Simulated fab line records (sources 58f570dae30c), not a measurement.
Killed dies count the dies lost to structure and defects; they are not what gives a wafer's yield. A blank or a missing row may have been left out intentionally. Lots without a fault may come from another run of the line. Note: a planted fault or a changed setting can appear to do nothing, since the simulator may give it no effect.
Split-lot experiment | flow berkeley cmos170 | 23 wafers read across 5 lots, on a route 331 steps long

== THE SPLIT ==
At UCB170_M2_METAL_ETCH_18 (etches Al in Cl2/BCl3, stops on SiO2, target depth 1170 nm, time 195 s), the setting time s was moved away from the recipe's 195 s on 10 of the 23 wafers read, by +5.0% to +7.5%. All remaining wafers had this setting at the recipe value.

The file shows no step between the split and the reading.

== THE READING ==
oes product au, in a.u., at UCB170_M2_STRIP_19 (strips in O2). Fault-free wafers of this fab line usually give 0.534 a.u., standard deviation 0.01 a.u.

wafer  | tool, chamber at the split | time s as run, s | against the recipe | oes product au, a.u. | against lot-mates on the recipe
L074.1 | rie metal-04, 1            | 195              | recipe             | 0.534                | -
L074.2 | rie metal-04, 1            | 205.9            | +5.6%              | 0.484                | -0.049
L074.3 | rie metal-04, 1            | 205.9            | +5.6%              | 0.491                | -0.042
L074.5 | rie metal-04, 1            | 195              | recipe             | 0.532                | -
L074.6 | rie metal-04, 1            | 205.9            | +5.6%              | 0.489                | -0.044
L078.1 | rie metal-01, 0            | 195              | recipe             | 0.518                | -
L078.2 | rie metal-01, 1            | 195              | recipe             | 0.524                | -
L078.3 | rie metal-01, 1            | 208.7            | +7.0%              | 0.495                | -0.027
L078.4 | rie metal-01, 0            | 208.7            | +7.0%              | 0.467                | -0.055
L078.6 | rie metal-01, 0            | 195              | recipe             | 0.524                | -
L079.1 | rie metal-02, 1            | 204.8            | +5.0%              | 0.497                | -0.049
L079.2 | rie metal-02, 0            | 195              | recipe             | 0.544                | -
L079.3 | rie metal-02, 0            | 195              | recipe             | 0.549                | -
L079.4 | rie metal-02, 1            | 204.8            | +5.0%              | 0.519                | -0.027
L079.6 | rie metal-02, 0            | 204.8            | +5.0%              | 0.515                | -0.031
L081.1 | rie metal-04, 1            | 209.6            | +7.5%              | 0.474                | -0.056
L081.2 | rie metal-04, 1            | 209.6            | +7.5%              | 0.469                | -0.061
L081.3 | rie metal-04, 1            | 195              | recipe             | 0.531                | -
L081.4 | rie metal-04, 1            | 195              | recipe             | 0.526                | -
L081.6 | rie metal-04, 1            | 195              | recipe             | 0.532                | -
L082.3 | rie metal-04, 1            | 195              | recipe             | 0.542                | -
L082.4 | rie metal-04, 1            | 195              | recipe             | 0.532                | -
L082.5 | rie metal-04, 1            | 195              | recipe             | 0.532                | -

THE FIT
A straight line over all 23 wafers: oes product au changes by -0.00723 a.u. for each +1% of time s; r = -0.91; the points scatter about the line by 0.011 a.u.
The same after taking each lot's own level away (the mean of its wafers on the recipe; 23 wafers): -0.0072 a.u. for each +1%; r = -0.95; scatter 0.0073 a.u.
On that fit, the largest move of time s shifts the reading by 0.054 a.u.
Measured against the standard deviation above, the lots' own levels, which go from 0.5220 to 0.5465 a.u., span 2.4 times it.
Consequently the slope shifts little with the lot-to-lot level, the two slopes agreeing.
Check: with one of the wafers moved furthest among these (+7.5%) left out of the fit, the line predicts -0.0538 a.u. for it against its lot-mates. Against them it came out at -0.0557 a.u.

== THE OTHER SPLITS THESE WAFERS WENT THROUGH ==
Note: prior to the reading, these wafers also went through further splits. Each is held against what the fit with the lots' levels taken away leaves over:
other split on the same wafers    | wafers away from the commonest value | r with oes product au (lot level and that fit taken away)
UCB170_SILICIDE_SPUTTER_01 time s | 8                                    | -0.16
UCB170_M1_SPUTTER_00 time s       | 8                                    | -0.08
UCB170_M1_EXPOSE_06 dose mj       | 5                                    | +0.35
UCB170_M2_COAT_05 spin rpm        | 8                                    | -0.18

== THE WHOLE CHAIN: every reading that the file lists as answering this split, in the file's order ==
step                    | what it does                                                           | reading                                                                   | change (the file's fit)                   | r (the file's)
UCB170_M2_METAL_ETCH_18 | etches Al in Cl2/BCl3, stops on SiO2, target depth 1170 nm, time 195 s | KrF_of_M2_COAT_10.thk nm (the simulator's own value, which no gauge read) | -7.07 nm for each +1% of the setting      | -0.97
UCB170_M2_STRIP_19      | strips in O2                                                           | oes product au                                                            | -0.00714 a.u. for each +1% of the setting | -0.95

== THE FILE'S OWN FIT ==
oes product au changes by -0.00714 a.u. for each +1% of time s, r = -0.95.
